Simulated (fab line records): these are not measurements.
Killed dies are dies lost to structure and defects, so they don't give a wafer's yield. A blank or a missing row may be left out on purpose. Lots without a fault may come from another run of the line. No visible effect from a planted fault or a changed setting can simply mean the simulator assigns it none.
A struck lot beside a sound one | flow rit_cmos | 26 steps out of a route of 202
Sound: wafers L662.2, L662.4, L662.5. Wafers struck: L677.2, L677.3, L677.5. At the end, the cause is stated.
Each step with rows lists, per side, the tool, then ch with its chambers, then its first start. Under that, the readings that differ: sound wafers | struck wafers | difference of the means | sigmas: that difference in standard deviations of wafers without a fault.
alike: same words and numbers on both sides, and readings whose means sit less than 2 such deviations apart. not compared: any withheld reading, any reading some wafer has no value for, any bound like >300 that may hide the same value, and any number with overlapping values for which the record gives no deviation.
A row with sigmas, a row that says differs or no value, or rows on one side alone: a step with any of these is where the two part. Numbers that have no deviation but don't overlap get no sigmas and don't part them. Lack of a reading on every wafer of one side parts them only where that side has two or more wafers.

first, 1 step without rows for these wafers: RIT_WELLDRIVE_ANNEAL_00 (time 14700 s).
RIT_WELLDRIVE_RS_MEAS_01: a four-point-probe measurement.
  sound: film_metro-02 at day 2 16:44; struck: film_metro-02 at day 5 20:04
  reading           | sound             | struck            | difference | sigmas
  NWELL_RS (ohm/sq) | 277.8 276.5 276.6 | 275.6 275.6 275.5 | -1.4       | -2
RIT_WELLDRIVE_RS_MEAS_02: a four-point-probe measurement.
  sound: film_metro-02 at day 2 16:52; struck: film_metro-02 at day 5 20:11
  alike: PWELL_RS
then, 6 steps without rows for these wafers: RIT_NRETRO_HMDS_00 (prime time 60 s); RIT_NRETRO_COAT_01 (resist thk 1300 nm); RIT_NRETRO_SOFTBAKE_02 (time 58.83 s); RIT_NRETRO_EXPOSE_03 (exposes mask M4, target cd 43900 nm); RIT_NRETRO_PEB_04; RIT_NRETRO_DEVELOP_05 (develop time 68 s).
RIT_NRETRO_OVL_MEAS_06:
  sound: overlay-02 at day 2 17:50; struck: overlay-02 at day 5 21:19
  reading         | sound         | struck         | difference | sigmas
  NRETRO_OVL (nm) | -1.5 -1.0 0.0 | -5.1 -2.8 -4.6 | -3.3       | -2
then, 2 steps without rows for these wafers: RIT_NRETRO_HARDBAKE_07 (time 120 s); RIT_NRETRO_IMPLANT_08.
RIT_NRETRO_STRIP_09: strips in O2, time 180 s.
  sound on plasma_asher-03 ch 1, day 2 18:16; struck on plasma_asher-01 ch 0,1, day 5 21:44
  no value came back on the struck wafers for chamber_pressure_mTorr (mTorr), drypump_motor_current_A (A); on the sound wafers chamber_pressure_mTorr (mTorr) reads 4000 4005 4002
  reading                                     | sound | struck         | difference | sigmas
  model.NOVOLAK_of_NRETRO_COAT_01.thk_nm (nm) | 0 0 0 | 1137 1133 1135 | +1135      |
  not compared: rf_hours_counter_h
RIT_NRETRO_TW_MEAS_10:
  sound: film_metro-04 at day 2 18:28; struck: film_metro-01 at day 5 21:55
  alike: NRETRO_TW
then, 6 steps without rows for these wafers: RIT_PRETRO_HMDS_00 (prime time 60 s); RIT_PRETRO_COAT_01 (resist thk 1300 nm); RIT_PRETRO_SOFTBAKE_02 (time 60 s); RIT_PRETRO_EXPOSE_03 (exposes mask M5, target cd 43700 nm); RIT_PRETRO_PEB_04; RIT_PRETRO_DEVELOP_05 (develop time 68 s).
RIT_PRETRO_OVL_MEAS_06:
  sound: overlay-01 at day 2 19:31; struck: overlay-02 at day 5 22:52
  alike: PRETRO_OVL
then, 2 steps without rows for these wafers: RIT_PRETRO_HARDBAKE_07 (time 120 s); RIT_PRETRO_IMPLANT_08.
RIT_PRETRO_STRIP_09: strips in O2, time 180 s.
  sound on plasma_asher-04 ch 1, day 2 20:01; struck on plasma_asher-04 ch 0,1, day 5 23:17
  alike: chamber_pressure_mTorr, drypump_motor_current_A
  not compared: rf_hours_counter_h
RIT_PRETRO_TW_MEAS_10:
  sound: film_metro-03 at day 2 20:11; struck: film_metro-03 at day 5 23:28
  reading   | sound       | struck   | difference | sigmas
  PRETRO_TW | 475 477 478 | 30 30 30 | -447       | -81
then, 1 step without rows for these wafers: RIT_GATE_WET_ETCH_00 (etches SiO2 in BOE, target depth 56 nm, time 60 s).

## WHERE THEY PART
At RIT_WELLDRIVE_RS_MEAS_01 first; at RIT_PRETRO_TW_MEAS_10 last (within this record only).

WHY: what the simulator had put in
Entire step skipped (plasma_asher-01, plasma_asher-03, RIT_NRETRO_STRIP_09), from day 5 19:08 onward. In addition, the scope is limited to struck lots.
